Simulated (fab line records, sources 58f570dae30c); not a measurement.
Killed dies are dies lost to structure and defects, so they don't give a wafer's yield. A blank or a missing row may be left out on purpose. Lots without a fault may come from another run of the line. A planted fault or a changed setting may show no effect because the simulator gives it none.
Which tool did it? | flow berkeley_cmos170 | 13 lots, 39 wafers sampled, at 4 steps of a route of 331

WHAT THE GAUGES READ, wafer by wafer
UCB170_M2_CD_MEAS_15: target cd 700 nm.
lot  | measured     | on        | cd_nm (nm)
L504 | day 8 22:03  | cd_sem-01 | 697.8 698.7 699.1
L505 | day 9 05:31  | cd_sem-02 | 700.2 700.1 697.8
L506 | day 9 05:53  | cd_sem-01 | 699.1 698.5 699.4
L507 | day 9 16:35  | cd_sem-01 | 699.4 700.3 699.1
L509 | day 9 16:28  | cd_sem-02 | 699.0 701.2 701.8
L512 | day 10 19:49 | cd_sem-02 | 696.0 697.2 696.8
L514 | day 11 07:34 | cd_sem-01 | 701.8 700.3 700.7
L515 | day 11 10:12 | cd_sem-01 | 700.1 699.1 699.1
L513 | day 11 10:17 | cd_sem-02 | 701.1 701.8 700.8
L519 | day 11 23:17 | cd_sem-02 | 698.7 700.1 698.6
L521 | day 12 15:51 | cd_sem-01 | 698.9 700.2 699.4
L525 | day 13 06:40 | cd_sem-02 | 697.5 697.9 697.4
L526 | day 13 06:45 | cd_sem-01 | 700.4 700.4 700.2

UCB170_M3_CD_MEAS_15: target cd 700 nm.
lot  | measured     | on        | cd_nm (nm)
L504 | day 9 03:53  | cd_sem-01 | 699.0 700.2 699.1
L505 | day 9 10:29  | cd_sem-01 | 696.6 698.8 697.3
L506 | day 9 10:55  | cd_sem-02 | 697.3 698.8 698.4
L507 | day 9 22:40  | cd_sem-01 | 698.0 698.2 698.3
L509 | day 9 22:01  | cd_sem-01 | 701.3 702.5 702.5
L512 | day 11 01:37 | cd_sem-02 | 697.8 699.4 698.3
L514 | day 11 15:01 | cd_sem-01 | 702.0 700.8 701.1
L515 | day 11 17:05 | cd_sem-02 | 699.9 699.8 701.5
L513 | day 11 17:42 | cd_sem-02 | 698.3 699.4 699.7
L519 | day 12 07:00 | cd_sem-01 | 702.3 699.9 699.9
L521 | day 12 23:02 | cd_sem-01 | 699.3 700.7 699.3
L525 | day 13 12:13 | cd_sem-02 | 696.5 697.7 698.3
L526 | day 13 12:00 | cd_sem-01 | 699.3 699.4 699.4

WHICH TOOL RAN EACH LOT (tool, then ch and the chambers of the sampled wafers, then the start)
lot  | UCB170_SPACER_ETCHBACK_03          | UCB170_M2_STRIP_07
L504 | rie_diel-04 ch 0,1, day 8 00:40    | plasma_asher-01 ch 0,1, day 8 20:10
L505 | rie_diel-02 ch 0,2, day 8 06:22    | plasma_asher-01 ch 0,1, day 9 04:14
L506 | rie_diel-04 ch 0,1,3, day 8 06:22  | plasma_asher-03 ch 0, day 9 04:35
L507 | rie_diel-02 ch 2,3, day 8 16:33    | plasma_asher-01 ch 0,1, day 9 15:05
L509 | rie_diel-02 ch 0,2, day 8 16:37    | plasma_asher-01 ch 0,1, day 9 14:51
L512 | rie_diel-01 ch 1,2, day 9 19:52    | plasma_asher-01 ch 0,1, day 10 18:28
L514 | rie_diel-02 ch 0,1, day 10 09:23   | plasma_asher-03 ch 0,1, day 11 04:51
L515 | rie_diel-04 ch 0,1,3, day 10 09:23 | plasma_asher-01 ch 0,1, day 11 07:55
L513 | rie_diel-02 ch 0,1, day 10 09:28   | plasma_asher-02 ch 0,1, day 11 08:19
L519 | rie_diel-04 ch 1,2,3, day 10 23:06 | plasma_asher-01 ch 0,1, day 11 20:49
L521 | rie_diel-02 ch 0,1,2, day 11 15:28 | plasma_asher-01 ch 0,1, day 12 14:07
L525 | rie_diel-02 ch 0,1,2, day 12 06:45 | plasma_asher-03 ch 0,1, day 13 04:37
L526 | rie_diel-01 ch 0,1,3, day 12 06:45 | plasma_asher-02 ch 0,1, day 13 04:38
- UCB170_SPACER_ETCHBACK_03: etches SiO2 in CHF3/CF4/Ar, stops on Si, target depth 376 nm, time 100 s.
- UCB170_M2_STRIP_07: strips in O2.

WHAT THE TOOLS THEMSELVES READ (means of the sampled wafers that have a number; where no wafer has one, the mark that the record gives instead)
UCB170_SPACER_ETCHBACK_03.
lot  | tool        | drypump_motor_current_A (A) | oes_product_au (a.u.) | throttle_valve_pct (%)
L504 | rie_diel-04 | 5.4                         | 0.920                 | 6.39
L505 | rie_diel-02 | 5.5                         | 0.895                 | 6.47
L506 | rie_diel-04 | 5.3                         | 0.903                 | 6.42
L507 | rie_diel-02 | 5.5                         | 0.906                 | 6.55
L509 | rie_diel-02 | 5.7                         | 0.876                 | 6.39
L512 | rie_diel-01 | 5.6                         | 0.914                 | 6.48
L514 | rie_diel-02 | 5.8                         | 0.912                 | 6.44
L515 | rie_diel-04 | 5.3                         | 0.902                 | 6.41
L513 | rie_diel-02 | 5.8                         | 0.892                 | 6.39
L519 | rie_diel-04 | 5.7                         | 0.899                 | 6.42
L521 | rie_diel-02 | 5.6                         | 0.901                 | 6.45
L525 | rie_diel-02 | 5.6                         | 0.893                 | 6.44
L526 | rie_diel-01 | 5.4                         | 0.891                 | 6.50

UCB170_M2_STRIP_07.
lot  | tool            | drypump_motor_current_A (A) | oes_product_au (a.u.) | strip_time_to_endpoint_s (s)
L504 | plasma_asher-01 | 5.9                         | 0.736                 | 21.97
L505 | plasma_asher-01 | 5.7                         | 0.733                 | 21.91
L506 | plasma_asher-03 | 5.7                         | 0.733                 | 21.99
L507 | plasma_asher-01 | 5.7                         | 0.736                 | 21.98
L509 | plasma_asher-01 | 5.9                         | 0.736                 | 21.95
L512 | plasma_asher-01 | 5.9                         | 0.737                 | 22.02
L514 | plasma_asher-03 | 5.8                         | 0.733                 | 21.94
L515 | plasma_asher-01 | 5.9                         | 0.737                 | 21.94
L513 | plasma_asher-02 | 5.8                         | 0.733                 | 21.97
L519 | plasma_asher-01 | 5.9                         | 0.738                 | 22.01
L521 | plasma_asher-01 | 5.9                         | 0.736                 | 21.95
L525 | plasma_asher-03 | 5.7                         | 0.736                 | 21.96
L526 | plasma_asher-02 | 6.1                         | 0.735                 | 22.00

THE ANSWER, worked out from the rows above alone
Rule: what is usual is taken from the lots themselves. Put in order of their means at a reading, lots are off if they are a third of the lots or fewer, leave a main group of 4 or more, and stand apart from it by a gap of 3 or more times the standard deviation of the main group's means; of several such gaps the widest counts. A main group whose means are all the same, to the digits that the tables above print for the reading, isn't used. A lot without any number at a reading at which 4 lots or more have one is off too. The other lots that the step has rows for count as sound. The gauges are gone through in route order, then the tools' own readings, and for those a lot's mean is taken as printed above. The first step at which some lot is off is used, and at that step the reading that is off furthest; a lot without a number counts as furthest.
No lot is off at any reading shown: from this, nothing can be told.

WHAT THE SIMULATOR HAD PUT IN
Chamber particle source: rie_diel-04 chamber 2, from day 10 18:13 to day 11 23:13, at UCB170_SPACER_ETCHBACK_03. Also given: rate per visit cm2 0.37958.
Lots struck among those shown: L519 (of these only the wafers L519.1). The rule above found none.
